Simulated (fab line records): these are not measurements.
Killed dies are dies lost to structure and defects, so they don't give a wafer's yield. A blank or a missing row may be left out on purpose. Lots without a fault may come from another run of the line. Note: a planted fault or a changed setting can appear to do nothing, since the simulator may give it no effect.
A struck lot beside a sound one ; flow berkeley_cmos170 ; 16 out of 331 route steps
Sound: the wafers L800.1, L800.2, L800.6. The struck wafers were L817.1, L817.3, L817.6. The cause comes at the end.
Per side, at each step with rows, come the tool, then ch with its chambers, and then its first start. Under that, the readings that differ: sound wafers ; struck wafers ; difference of the means ; sigmas: that difference in standard deviations of wafers without a fault.
alike: words and numbers the same on both sides, and readings whose means are apart by under 2 such deviations; not compared: readings that were withheld, readings missing a value for some wafer, numbers with overlapping values and no deviation given by the record, and bounds like >300 which may hide the same value.
A row with sigmas, a row that says differs or no value, or rows on one side alone: a step with any of these is where the two part. Non-overlapping numbers with no deviation appear without sigmas and do not part them. Lack of a reading on every wafer of one side parts them only where that side has two or more wafers.

UCB170_ACTIVE_THK_MEAS_03:
  sound: film_metro-04 at day 4 15:47; struck: film_metro-03 at day 7 22:05
  alike: ACTIVE_OXIDE_THK
then, 2 steps without rows for these wafers: UCB170_ACTIVE_ANNEAL_04 (time 900 s); UCB170_ACTIVE_CVD_05 (deposits Si3N4 from SiH2Cl2/NH3, target thk 220 nm, time 3300 s).
UCB170_ACTIVE_THK_MEAS_06:
  sound: film_metro-04 at day 4 20:50; struck: film_metro-02 at day 8 04:59
  alike: ACTIVE_NITRIDE_THK
then, 2 steps without rows for these wafers: UCB170_ACTIVE_HMDS_07 (prime time 60 s); UCB170_ACTIVE_COAT_08 (resist thk 900 nm).
UCB170_ACTIVE_SOFTBAKE_09: time 60.94 s.
  sound on litho_track-02 ch 0, day 4 21:14; struck on litho_track-04 ch 0, day 8 05:51
  alike: plate_sensor_t_centre_C, plate_sensor_t_edge_C, softbake_temp_c
then, 3 steps without rows for these wafers: UCB170_ACTIVE_EXPOSE_10 (exposes mask ACTIVE, target cd 1200 nm); UCB170_ACTIVE_PEB_11; UCB170_ACTIVE_DEVELOP_12 (develop time 45 s).
UCB170_ACTIVE_CD_MEAS_13: target cd 1200 nm.
  sound: cd_sem-02 at day 4 21:53; struck: cd_sem-02 at day 8 06:50
  alike: cd_nm
UCB170_ACTIVE_OVL_MEAS_14:
  sound: overlay-02 at day 4 22:01; struck: overlay-02 at day 8 06:57
  alike: ACTIVE_OVL
UCB170_ACTIVE_ETCH_15: etches Si3N4 in CH3F/Ar/O2, stops on SiO2, target depth 242 nm, time 151 s.
  sound on rie_diel-03 ch 0,1, day 4 22:03; struck on rie_diel-04 ch 0,1, day 8 06:59
  no value came back on the struck wafers for any of 8 readings (CH3F_flow_sccm (sccm), O2_flow_sccm (sccm) and others); on the sound wafers CH3F_flow_sccm (sccm) reads 20.00 19.98 19.86
reading;sound;struck;difference;sigmas
model.KrF_of_ACTIVE_COAT_08.thk_nm (nm);720.2 720.7 720.9;882.7 884.1 884.8;+163.3;
model.SiO2_of_ACTIVE_OXIDATION_02.thk_nm (nm);23.54 23.07 23.09;26.49 26.62 26.37;+3.26;
  not compared: rf_hours_counter_h
UCB170_ACTIVE_STRIP_16: strips in O2.
  sound on plasma_asher-01 ch 0,1, day 4 22:09; struck on plasma_asher-04 ch 0,1, day 8 07:05
reading;sound;struck;difference;sigmas
oes_product_au (a.u.);0.712 0.722 0.723;0.728 0.728 0.731;+0.010;+2
strip_time_to_endpoint_s (s);17.98 17.97 18.00;21.55 21.58 21.59;+3.59;+50
  alike: chamber_pressure_mTorr, drypump_motor_current_A
  not compared: rf_hours_counter_h
UCB170_ACTIVE_CD_MEAS_90: target cd 1200 nm.
  sound: cd_sem-02 at day 4 22:17; struck: cd_sem-02 at day 8 07:11
reading;sound;struck;difference;sigmas
cd_nm (nm);1199.8 1199.3 1198.9;- - -;no value on the struck wafers;
then, 1 step without rows for these wafers: UCB170_ACTIVE_CLEAN_17 (cleans in SPM, time 600 s).

== WHERE THEY PART ==
Earliest at UCB170_ACTIVE_ETCH_15; latest, in this record, at UCB170_ACTIVE_CD_MEAS_90.

WHY: what had been put in by the simulator
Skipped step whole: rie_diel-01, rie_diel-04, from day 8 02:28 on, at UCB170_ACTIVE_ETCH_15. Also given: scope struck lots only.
